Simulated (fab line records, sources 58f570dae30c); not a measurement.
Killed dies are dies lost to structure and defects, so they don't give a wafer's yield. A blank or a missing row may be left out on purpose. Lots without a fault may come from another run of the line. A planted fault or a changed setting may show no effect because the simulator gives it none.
fab line records | flow berkeley_cmos170
record lots=14 wafers=42 last_day=11
route steps=331 shown PFIELD@82
lots that met no fault: from a run of the same line without faults
start_h: hours from the record's first day to the start of the lot's first wafer shown | wait_h: hours since the lot's step before | " the same as in the row above | L1.1+2: a row that stands for several wafers | - no value, or no start given | * or withheld: withheld | < > ~ a bound
route shown NAME@n: a module of which the file shows steps, and the number in the route of the first | usual: mean/standard deviation of fault-free wafers | same: alike in all rows | chamber/n: place in a boat | sites: the reading at each site | _std_site: their standard deviation | _edge_site: outer sites' mean less inner sites' | radius_mm: how far each site lies from the wafer's centre | mask NAME#n: copy n | behind: the tool/chamber that last shaped the wafer | hold: why the lot was held/for how many hours/how that ended | device: the transistor (n, p or np) that didn't switch | end of line: the same wafers' tests at the end of the route | a step without rows: its recipe alone | killed: dies lost to structure and defects at the first sort, not the wafer's yield | map: a wafer's dies, x killed, . not, _ none there
set.NAME: the setting as run; set.NAME@STEP: as run at that earlier step | model.NAME: the simulator's own value behind a step, which no gauge read
steps of the route over a sample of lots; a table a step, a row a wafer
services: from which hour (start_h, from the record's first day; less than 0 if before it) a tool's chamber was out of use, for how many hours, and why
## steps
# step UCB170_PFIELD_EXPOSE_03
# recipe mask_id=PFIELD na=0.5 sigma_outer=0.6 source_shape=conventional target_cd_nm=1500 dose_mj=30
# same sigma_outer=0.6
# columns lot.wafer tool chamber start_h wait_h mask
L984.3+5+6 krf_scanner-01 0 79.54 0.2 PFIELD#0
L986.1+5+6 krf_scanner-02 0 87.27 0.2 PFIELD#0
L985.1+2+6 krf_scanner-02 0 87.41 0.1 PFIELD#0
L987.1+3+5 krf_scanner-02 0 91.74 0.3 PFIELD#0
L988.1+4+5 krf_scanner-02 0 96.57 0.1 PFIELD#0
L990.2+4+6 krf_scanner-02 0 109.32 0.1 PFIELD#0
L992.1+3+6 krf_scanner-02 0 127.60 0.2 PFIELD#0
L996.2+3+5 krf_scanner-01 0 135.24 0.2 PFIELD#0
L998.1+5+6 krf_scanner-02 0 156.14 0.1 PFIELD#0
L100.2+3+6 krf_scanner-02 0 156.52 0.1 PFIELD#0
L103.1+5+6 krf_scanner-01 0 175.51 0.2 PFIELD#0
L102.4+5+6 krf_scanner-02 0 175.81 0.4 PFIELD#0
L104.1+4+6 krf_scanner-01 0 176.00 0.4 PFIELD#0
L105.3+4+5 krf_scanner-01 0 186.12 0.1 PFIELD#0
# step UCB170_PFIELD_OVL_MEAS_06
# usual PFIELD_OVL=4/5.9
# columns lot.wafer tool chamber start_h wait_h PFIELD_OVL[nm]
L984.3 overlay-02 - 79.90 - 14
L984.5 " - " " 15
L984.6 " - " " 1
L986.1 overlay-02 - 87.66 - -2
L986.5 " - " " 3
L986.6 " - " " -5
L985.1 overlay-01 - 87.80 - 6
L985.2 " - " " 4
L985.6 " - " " 2
L987.1 overlay-02 - 92.17 - -1
L987.3 " - " " -1
L987.5 " - " " 1
L988.1 overlay-02 - 97.22 - 18
L988.4 " - " " 15
L988.5 " - " " 6
L990.2 overlay-02 - 110.02 - 0
L990.4 " - " " -1
L990.6 " - " " 5
L992.1 overlay-02 - 128.75 - -4
L992.3 " - " " 2
L992.6 " - " " -3
L996.2 overlay-01 - 135.90 - 4
L996.3 " - " " 5
L996.5 " - " " 16
L998.1 overlay-02 - 156.77 - 1
L998.5 " - " " 4
L998.6 " - " " 4
L100.2 overlay-02 - 156.90 - 4
L100.3 " - " " 4
L100.6 " - " " 3
L103.1 overlay-01 - 176.39 - 6
L103.5 " - " " 3
L103.6 " - " " -4
L102.4 overlay-02 - 176.53 - 11
L102.5 " - " " 10
L102.6 " - " " 4
L104.1 overlay-02 - 176.89 - 98
L104.4 " - " " 90
L104.6 " - " " 88
L105.3 overlay-02 - 187.23 - 106
L105.4 " - " " 86
L105.5 " - " " 102
## services
# columns tool chamber start_h hours kind
krf_scanner-01 0 78.32 - calibration
krf_scanner-01 - 80.49 33.1 repair
krf_scanner-02 0 84.61 - calibration
krf_scanner-02 - 113.61 4.0 pm
krf_scanner-01 - 117.63 0.8 pm
krf_scanner-02 - 122.56 1.0 pm
krf_scanner-02 - 125.94 1.3 pm
krf_scanner-02 - 131.76 2.8 repair
krf_scanner-02 - 134.54 4.4 pm
krf_scanner-01 - 141.94 8.2 repair
krf_scanner-01 - 150.14 1.3 pm
krf_scanner-01 - 152.01 4.4 pm
krf_scanner-02 - 159.95 0.8 pm
## key
first_sign step=UCB170_PFIELD_OVL_MEAS_06 reading=PFIELD_OVL direction=up sigmas=15 usual=4 struck=95
effect none on later readings
met_at UCB170_PFIELD_EXPOSE_03
struck_lots L104,L105
tester_left_out L104,L105
onset_between 175.51 176.00
also_fits time
fault kind=scanner_matching_overlay tool=krf_scanner-01 chamber=- onset_h=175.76 steps=UCB170_PFIELD_EXPOSE_03 offset=90
# tester_left_out: of these lots the tester's yield and bins aren't shown, on N5 and GAA mostly nor the transistor test; their killed dies are dies lost to structure and defects alone, not to doping, threshold or leakage, so they don't give the yield
